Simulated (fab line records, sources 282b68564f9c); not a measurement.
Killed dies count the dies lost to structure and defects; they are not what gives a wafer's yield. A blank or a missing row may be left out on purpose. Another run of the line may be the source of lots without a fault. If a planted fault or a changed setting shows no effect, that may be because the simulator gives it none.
What tool caused it? -- flow ritCmos -- 14 lots with 42 wafers sampled at 2 steps, on a route of 202 steps

== WHAT THE GAUGES READ, wafer by wafer ==
Not one reading of a measure or inspect step in the record can be checked against a usual standard deviation.

== WHICH TOOL RAN EACH LOT (tool, then ch and the chambers of the sampled wafers, then the start) ==
lot,RIT_CONTACT_CLEAN_13,RIT_M1_PROBE_99
L202,"wetBench-02 ch 0, day 3 14:34",-
L204,"wetBench-01 ch 3, day 3 20:50",-
L205,"wetBench-02 ch 1, day 4 04:35","prober-01, day 4 09:05"
L206,"wetBench-03 ch 3, day 4 11:05",-
L207,"wetBench-02 ch 1, day 4 14:55",-
L211,"wetBench-02 ch 3, day 5 11:23",-
L212,"wetBench-01 ch 3, day 5 19:26",-
L215,"wetBench-01 ch 1, day 6 03:50",-
L217,"wetBench-03 ch 1, day 6 19:48",-
L218,"wetBench-02 ch 1, day 6 23:43",-
L219,"wetBench-02 ch 2, day 7 02:17",-
L220,"wetBench-02 ch 1, day 7 04:23",-
L221,"wetBench-03 ch 0, day 7 14:40",-
L224,"wetBench-02 ch 1, day 8 04:08",-
- RIT_CONTACT_CLEAN_13: cleans in SC1, time 600 s.
- RIT_M1_PROBE_99

== WHAT THE TOOLS THEMSELVES READ (means of the sampled wafers that have a number; where no wafer has one, the mark that the record gives instead) ==
RIT_CONTACT_CLEAN_13.
lot,tool,runLengthS (s)
L202,wetBench-02,625
L204,wetBench-01,627
L205,wetBench-02,633
L206,wetBench-03,626
L207,wetBench-02,632
L211,wetBench-02,627
L212,wetBench-01,1073
L215,wetBench-01,1071
L217,wetBench-03,625
L218,wetBench-02,623
L219,wetBench-02,626
L220,wetBench-02,623
L221,wetBench-03,633
L224,wetBench-02,625

RIT_M1_PROBE_99.
lot,tool,killedAtContacts,killedAtFrontEnd,killedDies,killedOpen,killedShort
L205,prober-01,0.3,5,6,1.7,4.0

== THE ANSWER, worked out from the rows above alone ==
Rule: usual is defined by the lots themselves. The widest of any qualifying gaps counts: lots, ordered by their means at a reading, are off when they make up no more than a third of the lots, leave a main group of 4 or more, and stand apart from it by 3 or more times the standard deviation of that group's means. A main group is skipped when, at the precision printed for the reading in the tables above, its means are all equal. A lot without any number at a reading at which 4 lots or more have one is off too. All remaining lots with rows at the step are treated as sound. Order of review: gauges by route order, followed by the tools' own readings, for which a lot's mean as printed above is used. At the first step where some lot is off, the reading lying furthest off is the one used; lots without a number count as furthest.
Off, at RIT_CONTACT_CLEAN_13 on runLengthS: L212, L215. The main group: mean 627 s, standard deviation 3.5.
A tool fits if, at that step or a process step before it, it ran every lot that is off, and no sound lot after the first of them. One fits: RIT_CONTACT_CLEAN_13 on wetBench-01. A fault onset in the window from L204 (day 3 20:50, its last sound lot) to L212 (day 5 19:26, its first lot off) fits.
The tool's own readings at RIT_CONTACT_CLEAN_13 bear it out: on the lots that are off they differ by more than 5 times the standard deviation of the sound lots' means. runLengthS reads 1072 s there against 627 s on the sound lots.

== WHAT HAD BEEN PUT IN BY THE SIMULATOR ==
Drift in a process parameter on wetBench-01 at RIT_CONTACT_CLEAN_13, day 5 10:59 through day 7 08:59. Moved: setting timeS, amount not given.
Struck lots among those shown: L212, L215. The rule above reached the same finding.
